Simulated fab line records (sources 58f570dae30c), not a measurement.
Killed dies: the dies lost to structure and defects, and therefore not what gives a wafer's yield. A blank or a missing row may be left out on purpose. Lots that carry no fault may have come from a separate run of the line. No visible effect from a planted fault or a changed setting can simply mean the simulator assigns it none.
8D (eight disciplines) problem report, filled in by code	flow berkeley_cmos170	the parts of the form that need people (team, actions taken, sign-off) are left out

== 1. PROBLEM STATEMENT ==
Mean of killed_at_M0_to_M3 at UCB170_M3_PROBE_99: 97.1 across 9 wafers in 3 lots; on wafers with no fault it is 0.8 (standard deviation 0.88). That is +99 or more standard deviations from the usual mean.
First observed at day 8 12:33: wafer L746.2, on prober-02. The record holds 39 wafers of 13 lots with a number at this step. The rule behind "out" and "out of limits": a value lying over 4 standard deviations away from the usual mean. The other wafers with a number count as sound.

== 2. WHAT IT IS; WHAT IT IS NOT ==
question	is	is not
which readings at this step	killed_at_M0_to_M3, defect_limited_yield, killed_dies, killed_on_rim, sort_bin_3_pad_short, sort_bin_5_function, sort_bin_6_memory, sort_n_pass, sort_yield_pct	killed_short
which lots	L744, L745, L746	L742, L743, L747, L756, L758, L761, L762, L763, L764, L765
which wafers of those lots	all that have a number	-
read on which tools	prober-01, prober-02	-
when	from day 8 12:33	up to then (9 sound wafers); but 21 sound wafers of L756, L758, L761, L762, L763, L764, L765 came after

== 3. SUSPECTS, AND WHAT RULES EACH OUT ==
Counting: a tool at a process step up to the reading stays a suspect if it ran every lot that is out and no sound lot after the first of them.
- cmp-01 at UCB170_V1_CMP_02 (polishes SiO2): ruled out as a lasting fault. The sound lots L762, L764, L765 went through it after L746, its earliest lot that is out (day 8 01:14).
Left after counting: nothing in the record.

== 4. THE CAUSE (what the simulator had put in) ==
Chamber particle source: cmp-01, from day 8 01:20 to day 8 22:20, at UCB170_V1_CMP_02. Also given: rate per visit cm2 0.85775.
The count ruled it out by mistake, since the rule takes a fault to strike every lot its tool runs from the start of the fault on, and this one did not do so.

== 5. THE CHAIN OF EFFECTS, in route order ==
Rows list readings where the struck wafers' mean (over those with a number) sits beyond 3 standard deviations from the usual. Only readings whose record carries a usual standard deviation are examined. hours: median over the lots of the time between each lot's start at the first step of this table that gives one and its start at this step. sigmas: the change, counted in usual standard deviations.
hours	step	reading	usual	on struck wafers	change	sigmas
0	UCB170_M3_PROBE_99	defect_limited_yield	98.8 %	62.4	-36.4	-51
0	UCB170_M3_PROBE_99	killed_at_M0_to_M3	0.8	97.1	+96.3	+99 or more
0	UCB170_M3_PROBE_99	killed_dies	3.2	99.2	+96.0	+51
0	UCB170_M3_PROBE_99	killed_on_rim	0.9	29.2	+28.3	+30
0	UCB170_M3_PROBE_99	sort_bin_3_pad_short	0.1 %	2.6	+2.5	+18
0	UCB170_M3_PROBE_99	sort_bin_5_function	0.7 %	23.3	+22.6	+39
0	UCB170_M3_PROBE_99	sort_bin_6_memory	0.5 %	11.7	+11.2	+25
0	UCB170_M3_PROBE_99	sort_n_pass	260.8	164.8	-96.0	-51
0	UCB170_M3_PROBE_99	sort_yield_pct	98.8 %	62.4	-36.4	-51
Process steps it contains:
- UCB170_M3_PROBE_99

== 6. WHAT WOULD HAVE CAUGHT IT SOONER ==
In this record no reading fell out of limits until day 8 12:33, 11 hours after the fault had begun at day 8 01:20.
No tool reading at UCB170_V1_CMP_02 that has a usual standard deviation in the record was out on any struck wafer, so an alarm limit of 4 standard deviations on those readings would not have fired.
